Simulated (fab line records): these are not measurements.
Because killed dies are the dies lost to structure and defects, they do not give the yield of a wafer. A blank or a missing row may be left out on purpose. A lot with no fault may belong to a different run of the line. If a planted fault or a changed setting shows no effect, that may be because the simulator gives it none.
fab line records	flow rit-cmos
[record] lots = 15	wafers = 45	last-day = 7
route steps=202 shown NRETRO@58 PRETRO@73 CONTACT@179 M1@198
lots untouched by any fault: they come from a run of this same line in which no faults occurred
start-h: start of the lot's first displayed wafer, in hours after the record's first day	wait-h: hours since the lot's step before	" identical to the entry in the row above	L1.1+2: a single row standing in for several wafers	- no value, or no start given	* or withheld: withheld	< > ~ a bound
route shown NAME@n: names a module that has steps shown in the file, with the first one's number in the route	usual: the fault-free wafers' mean and standard deviation	same: alike in all rows	chamber/n: place in a boat	sites: the reading at each site	_std_site: standard deviation across them	_edge_site: mean of outer sites minus mean of inner sites	radius-mm: for every site, how far away it sits from the centre of the wafer	mask NAME#n: copy n	behind: the most recent tool/chamber to have shaped the wafer	hold: reason for holding the lot/hours on hold/outcome of the hold	device: the transistor (n, p or np) that didn't switch	end of line: the tests these same wafers got at the end of their route	for a step that has no rows: nothing shown but its recipe	killed: count of dies lost to structure and defects at first sort (not the wafer's yield)	map: shows each die of a wafer: x if killed, . if not, _ if none is there
set.NAME: the setting as run; set.NAME@STEP: as run at that earlier step	model.NAME: the simulator's own value behind a step, which no gauge read
route steps across a sampled set of lots; one table per step, one row per wafer
services: when a tool's chamber went out of use (start-h, in hours from the record's first day, below 0 if earlier), for how many hours, and the reason
[[steps]]
[step RIT_NRETRO_DEVELOP_05]
[recipe] resist = NOVOLAK	develop-time-s = 68	dev-temp-c = 23
lot.wafer	tool	chamber	start-h	wait-h
L440.2+5+6	litho-track-02	0	39	-
L441.1+2+4	litho-track-04	0	44	-
L442.3+4+6	litho-track-02	0	45	-
L444.2+3+4	litho-track-01	0	58	-
L445.2+3+5	litho-track-02	0	63	-
L446.1+2+5	litho-track-02	0	65	-
L448.2+5+6	litho-track-04	0	77	-
L450.2+4+6	litho-track-02	0	85	-
L453.3+4+5	litho-track-04	0	101	-
L454.2+3+4	litho-track-04	0	107	-
L458.2+4+6	litho-track-01	0	127	-
L459.2+4+5	litho-track-04	0	132	-
L460.2+3+6	litho-track-04	0	134	-
L461.1+4+5	litho-track-01	0	141	-
L462.1+3+4	litho-track-01	0	146	-
[step RIT_NRETRO_TW_MEAS_10]
[usual] NRETRO_TW = 1059/4.3
lot.wafer	tool	chamber	start-h	wait-h	NRETRO_TW
L440.2	film-metro-03	-	40.49	0.1	1057
L440.5	"	-	"	"	1053
L440.6	"	-	"	"	1057
L441.1	film-metro-02	-	45.57	0.1	1060
L441.2	"	-	"	"	1061
L441.4	"	-	"	"	1055
L442.3	film-metro-03	-	46.08	0.1	1051
L442.4	"	-	"	"	1052
L442.6	"	-	"	"	1059
L444.2	film-metro-03	-	59.00	0.1	1069
L444.3	"	-	"	"	1062
L444.4	"	-	"	"	1060
L445.2	film-metro-03	-	64.14	0.1	233
L445.3	"	-	"	"	230
L445.5	"	-	"	"	230
L446.1	film-metro-04	-	66.33	0.1	227
L446.2	"	-	"	"	231
L446.5	"	-	"	"	228
L448.2	film-metro-03	-	78.84	0.1	1057
L448.5	"	-	"	"	1054
L448.6	"	-	"	"	1055
L450.2	film-metro-04	-	86.62	0.1	225
L450.4	"	-	"	"	227
L450.6	"	-	"	"	225
L453.3	film-metro-03	-	101.89	0.1	1061
L453.4	"	-	"	"	1058
L453.5	"	-	"	"	1063
L454.2	film-metro-04	-	108.52	0.1	1056
L454.3	"	-	"	"	1056
L454.4	"	-	"	"	1047
L458.2	film-metro-04	-	128.10	0.1	1067
L458.4	"	-	"	"	1057
L458.6	"	-	"	"	1061
L459.2	film-metro-04	-	133.18	0.1	1061
L459.4	"	-	"	"	1059
L459.5	"	-	"	"	1060
L460.2	film-metro-04	-	135.49	0.1	1059
L460.3	"	-	"	"	1060
L460.6	"	-	"	"	1058
L461.1	film-metro-02	-	142.04	0.1	1062
L461.4	"	-	"	"	1062
L461.5	"	-	"	"	1066
L462.1	film-metro-04	-	147.66	0.1	1058
L462.3	"	-	"	"	1063
L462.4	"	-	"	"	1053
[step RIT_PRETRO_STRIP_09]
[recipe] chemistry = O2	time-s = 180	resist = NOVOLAK	platen-temp-c = withheld	power-w = 500	pressure-mtorr = 4000	o2-flow-sccm = 4000
[usual] drypump-motor-current-A = 5.72/0.28
lot.wafer	tool	chamber	start-h	wait-h	drypump-motor-current-A	rf-hours-counter-h
L440.2	plasma-asher-04	1	41.86	0.1	6.10	24
L440.5	"	0	"	"	5.55	-
L440.6	"	1	"	"	6.11	-
L441.1	plasma-asher-01	1	46.97	0.1	5.50	41
L441.2	"	0	"	"	5.32	41
L441.4	"	1	"	"	5.51	-
L442.3	plasma-asher-03	1	47.78	0.1	5.99	-
L442.4	"	0	"	"	5.52	-
L442.6	"	1	"	"	5.98	-
L444.2	plasma-asher-01	1	60.49	0.1	5.52	43
L444.3	"	0	"	"	5.33	-
L444.4	"	1	"	"	5.51	-
L445.2	plasma-asher-04	1	65.93	0.1	6.10	27
L445.3	"	0	"	"	5.51	-
L445.5	"	0	"	"	5.49	-
L446.1	plasma-asher-04	1	67.71	0.1	6.11	27
L446.2	"	0	"	"	5.57	27
L446.5	"	0	"	"	5.53	-
L448.2	plasma-asher-03	0	80.24	0.1	5.54	42
L448.5	"	1	"	"	6.02	-
L448.6	"	0	"	"	5.51	-
L450.2	plasma-asher-04	1	88.14	0.1	6.11	30
L450.4	"	0	"	"	5.57	-
L450.6	"	1	"	"	6.11	-
L453.3	plasma-asher-03	1	103.43	0.1	6.01	-
L453.4	"	0	"	"	5.50	-
L453.5	"	1	"	"	6.01	-
L454.2	plasma-asher-04	1	110.10	0.1	6.10	32
L454.3	"	1	"	"	6.10	-
L454.4	"	0	"	"	5.55	-
L458.2	plasma-asher-03	0	129.59	0.1	5.56	48
L458.4	"	0	"	"	5.55	-
L458.6	"	0	"	"	5.56	-
L459.2	plasma-asher-01	0	134.64	0.1	5.36	2
L459.4	"	0	"	"	5.34	-
L459.5	"	1	"	"	5.51	-
L460.2	plasma-asher-03	0	136.98	0.1	5.51	48
L460.3	"	0	"	"	5.52	-
L460.6	"	0	"	"	5.50	-
L461.1	plasma-asher-03	0	143.41	0.1	5.54	49
L461.4	"	1	"	"	6.00	-
L461.5	"	0	"	"	5.52	-
L462.1	plasma-asher-01	1	149.21	0.1	5.51	3
L462.3	"	0	"	"	5.32	-
L462.4	"	1	"	"	5.50	-
[step RIT_CONTACT_ETCH_11]
[recipe] target-depth-a = 4800	over-etch-frac = 0.2	stop-on = TiSi2	chemistry = CHF3/CF4/Ar	target = SiO2	CHF3_flow_sccm = 50	cf4-flow-sccm = 10	Ar_flow_sccm = 100	O2_flow_sccm = 5	pressure-mtorr = 100	rf-w = 200	time-s = 320
[usual] drypump-motor-current-A = 5.8/0.48	oes-product-au = 0.988/0.018	throttle-valve-pct = 8.82/0.16
lot.wafer	tool	chamber	start-h	wait-h	drypump-motor-current-A	oes-product-au	rf-hours-counter-h	throttle-valve-pct
L440.2	rie-diel-02	0	65.76	0.1	4.9	0.960	5	8.54
L440.5	"	3	"	"	5.6	0.986	-	8.80
L440.6	"	2	"	"	5.1	1.009	-	8.99
L441.1	rie-diel-03	2	69.28	0.1	6.0	1.006	28	8.85
L441.2	"	0	"	"	6.0	1.008	12	8.92
L441.4	"	1	"	"	5.8	1.003	3	8.71
L442.3	rie-diel-02	2	69.53	0.1	5.1	1.001	118	8.99
L442.4	"	3	"	"	5.6	0.981	132	8.81
L442.6	"	3	"	"	5.6	0.984	-	8.81
L444.2	rie-diel-02	3	83.15	0.1	5.5	0.985	132	8.81
L444.3	"	2	"	"	5.1	1.000	119	9.00
L444.4	"	0	"	"	4.9	0.956	6	8.55
L445.2	rie-diel-03	2	87.55	0.1	6.1	0.999	28	8.86
L445.3	"	3	"	"	6.1	0.979	41	8.58
L445.5	"	3	"	"	6.1	0.976	-	8.58
L446.1	rie-diel-04	1	92.55	0.1	5.5	0.975	133	9.09
L446.2	"	2	"	"	6.0	0.987	0	8.86
L446.5	"	3	"	"	6.7	1.009	-	8.74
L448.2	rie-diel-02	2	105.07	0.1	5.1	0.999	119	8.99
L448.5	"	0	"	"	4.9	0.957	-	8.53
L448.6	"	1	"	"	6.3	0.958	-	8.97
L450.2	rie-diel-04	2	114.02	0.1	6.0	0.976	1	8.85
L450.4	"	0	"	"	5.7	0.990	4	8.86
L450.6	"	0	"	"	5.7	0.981	-	8.87
L453.3	rie-diel-03	0	127.29	0.1	6.0	1.003	14	8.91
L453.4	"	3	"	"	6.1	0.983	42	8.56
L453.5	"	1	"	"	5.8	1.009	-	8.69
L454.2	rie-diel-02	0	132.17	0.1	4.9	0.947	6	8.56
L454.3	"	3	"	"	5.5	0.989	133	8.82
L454.4	"	2	"	"	5.1	1.006	120	8.99
L458.2	rie-diel-02	2	153.77	0.1	5.1	0.999	120	9.01
L458.4	"	0	"	"	4.9	0.964	7	8.55
L458.6	"	3	"	"	5.5	0.977	-	8.80
L459.2	rie-diel-03	1	158.23	0.1	5.7	1.001	6	8.71
L459.4	"	0	"	"	6.0	1.002	14	8.93
L459.5	"	1	"	"	5.7	1.009	-	8.71
L460.2	rie-diel-04	0	160.72	0.1	5.7	0.987	5	8.85
L460.3	"	3	"	"	6.7	1.001	87	8.74
L460.6	"	2	"	"	6.0	0.984	-	8.87
L461.1	rie-diel-04	0	167.06	0.1	5.7	0.992	5	8.85
L461.4	"	3	"	"	6.8	1.008	88	8.74
L461.5	"	2	"	"	6.0	0.987	-	8.87
L462.1	rie-diel-02	2	172.51	0.1	5.1	1.000	120	8.99
L462.3	"	1	"	"	6.3	0.955	26	8.96
L462.4	"	3	"	"	5.5	0.988	134	8.81
[step RIT_M1_STRIP_14]
[recipe] chemistry = O2	time-s = 180	platen-temp-c = withheld	power-w = 500	pressure-mtorr = 4000	o2-flow-sccm = 4000
[usual] drypump-motor-current-A = 5.6/0.35
lot.wafer	tool	chamber	start-h	wait-h	drypump-motor-current-A	rf-hours-counter-h
L440.2	plasma-asher-02	1	68.93	0.0	6.0	43
L440.5	"	0	"	"	5.2	-
L440.6	"	1	"	"	6.0	-
L441.1	plasma-asher-01	1	72.38	0.0	5.5	44
L441.2	"	0	"	"	5.3	44
L441.4	"	0	"	"	5.3	-
L442.3	plasma-asher-02	1	72.73	0.1	6.0	-
L442.4	"	0	"	"	5.2	-
L442.6	"	0	"	"	5.2	-
L444.2	plasma-asher-02	1	86.12	0.0	6.0	45
L444.3	"	0	"	"	5.2	-
L444.4	"	1	"	"	6.0	-
L445.2	plasma-asher-04	1	90.52	0.0	6.1	30
L445.3	"	0	"	"	5.6	-
L445.5	"	0	"	"	5.6	-
L446.1	plasma-asher-01	0	95.50	0.0	5.3	47
L446.2	"	1	"	"	5.5	47
L446.5	"	0	"	"	5.3	-
L448.2	plasma-asher-04	1	108.17	0.0	6.1	32
L448.5	"	0	"	"	5.6	-
L448.6	"	1	"	"	6.1	-
L450.2	plasma-asher-02	1	117.26	0.0	6.0	49
L450.4	"	1	"	"	6.0	-
L450.6	"	0	"	"	5.2	-
L453.3	plasma-asher-02	0	130.41	0.1	5.1	-
L453.4	"	1	"	"	6.0	-
L453.5	"	0	"	"	5.2	-
L454.2	plasma-asher-02	1	135.37	0.0	6.0	51
L454.3	"	0	"	"	5.2	-
L454.4	"	1	"	"	6.0	-
L458.2	plasma-asher-01	1	157.18	0.0	5.5	4
L458.4	"	0	"	"	5.3	-
L458.6	"	1	"	"	5.5	-
L459.2	plasma-asher-01	0	161.33	0.0	5.3	5
L459.4	"	1	"	"	5.5	-
L459.5	"	1	"	"	5.5	-
L460.2	plasma-asher-01	0	163.81	0.0	5.4	5
L460.3	"	1	"	"	5.5	-
L460.6	"	0	"	"	5.3	-
L461.1	plasma-asher-04	1	170.12	0.0	6.1	39
L461.4	"	0	"	"	5.6	-
L461.5	"	1	"	"	6.1	-
L462.1	plasma-asher-01	0	175.58	0.0	5.3	6
L462.3	"	1	"	"	5.5	-
L462.4	"	0	"	"	5.3	-
[step RIT_M1_PROBE_99]
[usual] killed_at_M0_to_M3 = 0.0/0.12	killed-at-contacts = 0.1/0.27	killed-at-front-end = 7/3.1	killed-dies = 7/3.1	killed-on-rim = 1.8/1.5	killed-open = 3.3/2.1	killed-short = 3.5/2
[same] gross-dies = 264	killed_at_M4_up = 0	killed-at-back-side = 0	killed-at-other = 0
lot.wafer	tool	chamber	start-h	wait-h	killed_at_M0_to_M3	killed-at-contacts	killed-at-front-end	killed-dies	killed-on-rim	killed-open	killed-short
L442.3	prober-01	-	75.89	0.2	0	0	5	5	0	2	3
L442.4	prober-01	-	75.94	0.2	0	0	10	10	3	6	4
L442.6	prober-01	-	76.04	0.2	0	0	6	6	2	4	2
L445.2	prober-02	-	92.49	0.1	0	0	264	264	70	4	3
L445.3	prober-02	-	92.54	0.2	0	0	264	264	70	3	8
L445.5	prober-02	-	92.64	0.2	0	0	264	264	70	4	7
L446.1	prober-01	-	97.42	0.1	0	0	264	264	70	3	2
L446.2	prober-01	-	97.47	0.1	0	0	264	264	70	4	4
L446.5	prober-01	-	97.62	0.2	0	0	264	264	70	6	2
L450.2	prober-01	-	119.23	0.1	0	0	264	264	70	1	5
L450.4	prober-01	-	119.33	0.2	0	0	264	264	70	7	6
L450.6	prober-01	-	119.43	0.2	0	0	264	264	70	4	2
// killed by level:class
L442.3 FOX2:geometric-particle:short=1 GATE:geometric-particle:open=1 GATE:geometric-particle:short=1 SPACER:geometric-particle:open=1 SILICIDE:geometric-particle:short=1
L442.4 FOX2:geometric-particle:open=2 FOX2:geometric-particle:short=2 REOX:geometric-particle:open=2 FOX1:geometric-particle:short=1 GATE:geometric-particle:short=1 SPACER:geometric-particle:open=1 SILICIDE:geometric-particle:open=1
L442.6 FOX1:geometric-particle:open=1 FOX2:geometric-particle:open=1 GATE:geometric-particle:short=1 GATE:geometric-particle:open=1 REOX:geometric-particle:open=1 SPACER:geometric-particle:short=1
L445.2 NRETRO:area-develop=257 FOX1:geometric-particle:open=1 FOX1:geometric-particle:short=1 FOX2:geometric-particle:open=1 GATE:geometric-particle:open=1 REOX:geometric-particle:short=1 SILICIDE:geometric-particle:short=1 SILICIDE:geometric-particle:open=1
L445.3 NRETRO:area-develop=253 FOX1:geometric-particle:short=2 FOX2:geometric-particle:short=2 REOX:geometric-particle:short=2 SPACER:geometric-particle:short=2 FOX1:geometric-particle:open=1 FOX2:geometric-particle:open=1 GATE:geometric-particle:open=1
L445.5 NRETRO:area-develop=253 GATE:geometric-particle:short=4 GATE:geometric-particle:open=2 REOX:geometric-particle:short=2 SILICIDE:geometric-particle:open=2 FOX1:geometric-particle:short=1
L446.1 NRETRO:area-develop=259 GATE:geometric-particle:open=1 GATE:geometric-particle:short=1 REOX:geometric-particle:short=1 SPACER:geometric-particle:open=1 SILICIDE:geometric-particle:open=1
L446.2 NRETRO:area-develop=256 GATE:geometric-particle:open=2 REOX:geometric-particle:short=2 FOX1:geometric-particle:open=1 FOX1:geometric-particle:short=1 FOX2:geometric-particle:short=1 REOX:geometric-particle:open=1
L446.5 NRETRO:area-develop=256 SILICIDE:geometric-particle:open=3 REOX:geometric-particle:open=2 REOX:geometric-particle:short=1 SPACER:geometric-particle:short=1 SPACER:geometric-particle:open=1
L450.2 NRETRO:area-develop=258 GATE:geometric-particle:short=2 FOX1:geometric-particle:short=1 FOX1:geometric-particle:open=1 REOX:geometric-particle:short=1 SILICIDE:geometric-particle:short=1
L450.4 NRETRO:area-develop=251 GATE:geometric-particle:open=3 SPACER:geometric-particle:open=3 FOX2:geometric-particle:short=2 GATE:geometric-particle:short=2 SILICIDE:geometric-particle:short=2 SILICIDE:geometric-particle:open=1
L450.6 NRETRO:area-develop=258 FOX1:geometric-particle:open=3 FOX1:geometric-particle:short=1 GATE:geometric-particle:short=1 SPACER:geometric-particle:open=1
[[services]]
tool	chamber	start-h	hours	kind
rie-diel-04	1	47.57	5.1	repair
rie-diel-02	0	49.54	5.2	repair
rie-diel-02	-	56.05	0.4	repair
rie-diel-04	2	63.02	-	clean
rie-diel-04	2	63.02	15.6	scheduled-down
rie-diel-04	2	63.02	15.6	vent-cycle
rie-diel-02	-	64.35	0.7	repair
rie-diel-04	0	76.60	4.9	repair
rie-diel-04	1	82.63	4.9	repair
plasma-asher-01	-	103.58	5.6	repair
plasma-asher-01	-	109.20	9.0	pm
plasma-asher-01	0	109.20	9.0	vent-cycle
plasma-asher-01	1	109.20	9.0	vent-cycle
plasma-asher-01	0	118.20	-	clean
plasma-asher-01	1	118.20	-	clean
plasma-asher-02	-	128.81	0.6	repair
plasma-asher-03	-	131.59	4.5	repair
rie-diel-04	-	145.20	1.9	repair
plasma-asher-03	-	163.29	0.5	repair
[[key]]
[first-sign] step = RIT_NRETRO_TW_MEAS_10	reading = NRETRO_TW	direction = down	sigmas = 99+	usual = 1059	struck = 228
[effect] step = RIT_M1_PROBE_99	reading = killed-dies	direction = up	sigmas = 83	usual = 7	struck = 264
[more-kills-born-at] RIT_NRETRO_DEVELOP_05@litho-track-02 = 2301
met-at RIT_NRETRO_DEVELOP_05
struck-lots L445,L446,L450
tester-left-out L445,L446,L450
not-acting-at RIT_PRETRO_STRIP_09,RIT_CONTACT_ETCH_11,RIT_M1_STRIP_14
onset-between 45 63
[fault] kind = process-parameter-drift	tool = litho-track-02	chamber = -	onset-h = 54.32	steps = RIT_NRETRO_DEVELOP_05	channel = develop-time-s	offset = *	shape = step	end-h = 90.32	acts-in = *	stated = *
// tester-left-out: of these lots the tester's yield and bins aren't shown, on N5 and GAA mostly nor the transistor test; their killed dies are dies lost to structure and defects alone, not to doping, threshold or leakage, so they don't give the yield
